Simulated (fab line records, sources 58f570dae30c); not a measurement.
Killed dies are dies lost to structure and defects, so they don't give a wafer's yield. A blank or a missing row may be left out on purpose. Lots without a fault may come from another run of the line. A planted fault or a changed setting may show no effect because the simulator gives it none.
Which tool did it? | flow berkeley_cmos170 | 7 lots, 21 wafers sampled, at 4 steps of a route of 331

WHAT THE GAUGES READ, wafer by wafer
UCB170_M3_RS_MEAS_02: measures by four-point-probe.
lot  | measured     | on            | M3_AL_RS (ohm/sq)
L810 | day 8 00:10  | film_metro-04 | 0.03282 0.03265 0.03255
L811 | day 8 03:05  | film_metro-02 | 0.05433 0.05345 0.05375
L819 | day 9 15:42  | film_metro-04 | 0.03165 0.0321 0.03174
L822 | day 11 01:39 | film_metro-02 | 0.03214 0.03215 0.03201
L827 | day 11 01:56 | film_metro-01 | 0.03203 0.03259 0.03256
L830 | day 11 21:51 | film_metro-02 | 0.03273 0.03209 0.03245
L832 | day 12 10:11 | film_metro-01 | 0.03189 0.03215 0.0318

WHICH TOOL RAN EACH LOT (tool, then ch and the chambers of the sampled wafers, then the start)
lot  | UCB170_SILICIDE_SPUTTER_01   | UCB170_V1_STRIP_15                   | UCB170_M3_SPUTTER_01
L810 | pvd_sputter-02, day 7 02:11  | plasma_asher-02 ch 0,1, day 7 16:21  | pvd_sputter-02, day 8 00:04
L811 | pvd_sputter-02, day 7 03:15  | plasma_asher-04 ch 0,1, day 7 19:43  | pvd_sputter-02, day 8 02:56
L819 | pvd_sputter-02, day 8 19:11  | plasma_asher-02 ch 0,1, day 9 10:31  | pvd_sputter-03, day 9 15:35
L822 | pvd_sputter-04, day 9 23:29  | plasma_asher-02 ch 0,1, day 10 18:51 | pvd_sputter-02, day 11 01:34
L827 | pvd_sputter-04, day 10 01:51 | plasma_asher-03 ch 0,1, day 10 18:56 | pvd_sputter-01, day 11 01:50
L830 | pvd_sputter-03, day 11 01:10 | plasma_asher-03 ch 0,1, day 11 16:14 | pvd_sputter-01, day 11 21:42
L832 | pvd_sputter-04, day 11 15:11 | plasma_asher-04 ch 0,1, day 12 03:37 | pvd_sputter-02, day 12 10:06
- UCB170_SILICIDE_SPUTTER_01: material Ti, target thk 30 nm, time 25 s.
- UCB170_V1_STRIP_15: strips in O2.
- UCB170_M3_SPUTTER_01: material Al, target thk 900 nm, time 120 s.

THE ANSWER, worked out from the rows above alone
Rule: what is usual is taken from the lots themselves. Put in order of their means at a reading, lots are off if they are a third of the lots or fewer, leave a main group of 4 or more, and stand apart from it by a gap of 3 or more times the standard deviation of the main group's means; of several such gaps the widest counts. A main group whose means are all the same, to the digits that the tables above print for the reading, isn't used. A lot without any number at a reading at which 4 lots or more have one is off too. The other lots that the step has rows for count as sound.
Off: L811, at UCB170_M3_RS_MEAS_02 (M3_AL_RS). The main group: mean 0.03223 ohm/sq, standard deviation 0.00029.
A tool fits if, at a process step before that reading, it ran every lot that is off, and no sound lot after the first of them. The gauges at UCB170_M3_RS_MEAS_02 are tried like those tools. None of those tried fits.

WHAT THE SIMULATOR HAD PUT IN
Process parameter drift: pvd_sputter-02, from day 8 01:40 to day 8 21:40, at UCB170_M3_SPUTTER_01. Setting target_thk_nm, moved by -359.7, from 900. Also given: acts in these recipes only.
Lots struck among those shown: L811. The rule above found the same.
